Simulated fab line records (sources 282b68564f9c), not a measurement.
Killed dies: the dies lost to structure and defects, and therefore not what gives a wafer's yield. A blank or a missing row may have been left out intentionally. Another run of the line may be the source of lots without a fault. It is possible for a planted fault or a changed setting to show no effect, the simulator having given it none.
What tool caused it? :: flow rit cmos :: 45 wafers from 15 lots sampled at 3 of the route's 202 steps

== WHAT THE GAUGES SHOWED, per wafer ==
RIT_ACTIVE_BOW_MEAS_00.
lot: L395
measured: day 1 10:04
on: film metro-04
INCOMING_BOW (um): -4 1 3

lot: L397
measured: day 1 20:01
on: film metro-01
INCOMING_BOW (um): -2 -3 -3

lot: L398
measured: day 2 01:02
on: film metro-04
INCOMING_BOW (um): 2 -2 12

lot: L399
measured: day 2 06:01
on: film metro-04
INCOMING_BOW (um): 1 -4 13

lot: L400
measured: day 2 11:01
on: film metro-01
INCOMING_BOW (um): 9 -6 5

lot: L401
measured: day 2 16:01
on: film metro-02
INCOMING_BOW (um): 7 2 10

lot: L402
measured: day 2 21:02
on: film metro-02
INCOMING_BOW (um): 1 -8 -7

lot: L407
measured: day 3 22:00
on: film metro-01
INCOMING_BOW (um): -11 -13 5

lot: L408
measured: day 4 03:01
on: film metro-04
INCOMING_BOW (um): 11 -4 0

lot: L409
measured: day 4 08:00
on: film metro-01
INCOMING_BOW (um): 4 -6 6

lot: L410
measured: day 4 13:02
on: film metro-01
INCOMING_BOW (um): -14 14 -3

lot: L412
measured: day 4 23:00
on: film metro-01
INCOMING_BOW (um): -3 -7 8

lot: L413
measured: day 5 04:01
on: film metro-02
INCOMING_BOW (um): -11 1 13

lot: L417
measured: day 6 00:01
on: film metro-02
INCOMING_BOW (um): 4 5 -9

lot: L418
measured: day 6 05:00
on: film metro-04
INCOMING_BOW (um): 1 -12 -1

RIT_M1_OVL_MEAS_10.
lot: L395
measured: day 3 12:13
on: overlay-02
M1_OVL (nm): 1.2 -1.0 0.8

lot: L397
measured: day 4 03:33
on: overlay-01
M1_OVL (nm): 1.4 -0.2 0.5

lot: L398
measured: day 4 03:25
on: overlay-01
M1_OVL (nm): -2.2 -0.3 -0.7

lot: L399
measured: day 4 07:08
on: overlay-01
M1_OVL (nm): 2.0 0.4 0.5

lot: L400
measured: day 4 17:34
on: overlay-02
M1_OVL (nm): -1.4 -0.2 0.9

lot: L401
measured: day 4 15:47
on: overlay-02
M1_OVL (nm): -1.2 -0.6 0.0

lot: L402
measured: day 4 21:16
on: overlay-02
M1_OVL (nm): -2.0 -1.4 -1.2

lot: L407
measured: day 5 22:45
on: overlay-02
M1_OVL (nm): -1.1 -0.8 -2.2

lot: L408
measured: day 6 01:00
on: overlay-02
M1_OVL (nm): -0.1 1.9 1.3

lot: L409
measured: day 6 06:48
on: overlay-01
M1_OVL (nm): 0.6 0.8 0.0

lot: L410
measured: day 6 10:07
on: overlay-02
M1_OVL (nm): -0.2 0.0 -0.2

lot: L412
measured: day 6 23:24
on: overlay-01
M1_OVL (nm): -0.5 0.0 0.4

lot: L413
measured: day 7 02:38
on: overlay-01
M1_OVL (nm): 0.3 -1.0 0.2

lot: L417
measured: day 8 02:05
on: overlay-02
M1_OVL (nm): 1.3 -0.6 0.3

lot: L418
measured: day 8 03:26
on: overlay-01
M1_OVL (nm): 0.6 0.7 0.6

== TOOL THAT RAN EACH LOT (tool first, then ch and the chambers of the sampled wafers, then the start) ==
lot: L395
RIT_GATE_CLEAN_04: wet bench-02 ch 3, day 2 10:09

lot: L397
RIT_GATE_CLEAN_04: wet bench-02 ch 2, day 3 02:50

lot: L398
RIT_GATE_CLEAN_04: wet bench-04 ch 2, day 3 03:26

lot: L399
RIT_GATE_CLEAN_04: wet bench-04 ch 0, day 3 08:23

lot: L400
RIT_GATE_CLEAN_04: wet bench-03 ch 1, day 3 14:38

lot: L401
RIT_GATE_CLEAN_04: wet bench-04 ch 2, day 3 15:02

lot: L402
RIT_GATE_CLEAN_04: wet bench-03 ch 0, day 3 20:08

lot: L407
RIT_GATE_CLEAN_04: wet bench-03 ch 0, day 4 22:41

lot: L408
RIT_GATE_CLEAN_04: wet bench-03 ch 1, day 5 01:53

lot: L409
RIT_GATE_CLEAN_04: wet bench-03 ch 1, day 5 07:38

lot: L410
RIT_GATE_CLEAN_04: wet bench-02 ch 0, day 5 12:26

lot: L412
RIT_GATE_CLEAN_04: wet bench-02 ch 3, day 5 22:09

lot: L413
RIT_GATE_CLEAN_04: wet bench-02 ch 1, day 6 02:50

lot: L417
RIT_GATE_CLEAN_04: wet bench-02 ch 0, day 7 03:23

lot: L418
RIT_GATE_CLEAN_04: wet bench-04 ch 1, day 7 04:47
- RIT_GATE_CLEAN_04: cleans in dHF, time 60 s.

== WHAT THE TOOLS THEMSELVES READ (means of the sampled wafers that have a number; where no wafer has one, the mark that the record gives instead) ==
The record holds no such reading with a usual standard deviation.

== THE ANSWER, worked out from the rows above alone ==
Rule: usual is defined by the lots themselves. Put in order of their means at a reading, lots are off if they are a third of the lots or fewer, leave a main group of 4 or more, and stand apart from it by a gap of 3 or more times the standard deviation of the main group's means; of several such gaps the widest counts. Not used: any main group whose means are identical at the precision the tables above print for the reading. Also off: a lot with no number at a reading for which 4 or more lots have one. Where the step has rows for the other lots, those lots are counted as sound. First the gauges in route order, then the tools' own readings, where a lot's mean is used as printed above. At the first step where some lot is off, the reading lying furthest off is the one used; lots without a number count as furthest.
None of the lots is off at any reading shown; this tells nothing.

== WHAT THE SIMULATOR HAD INSERTED ==
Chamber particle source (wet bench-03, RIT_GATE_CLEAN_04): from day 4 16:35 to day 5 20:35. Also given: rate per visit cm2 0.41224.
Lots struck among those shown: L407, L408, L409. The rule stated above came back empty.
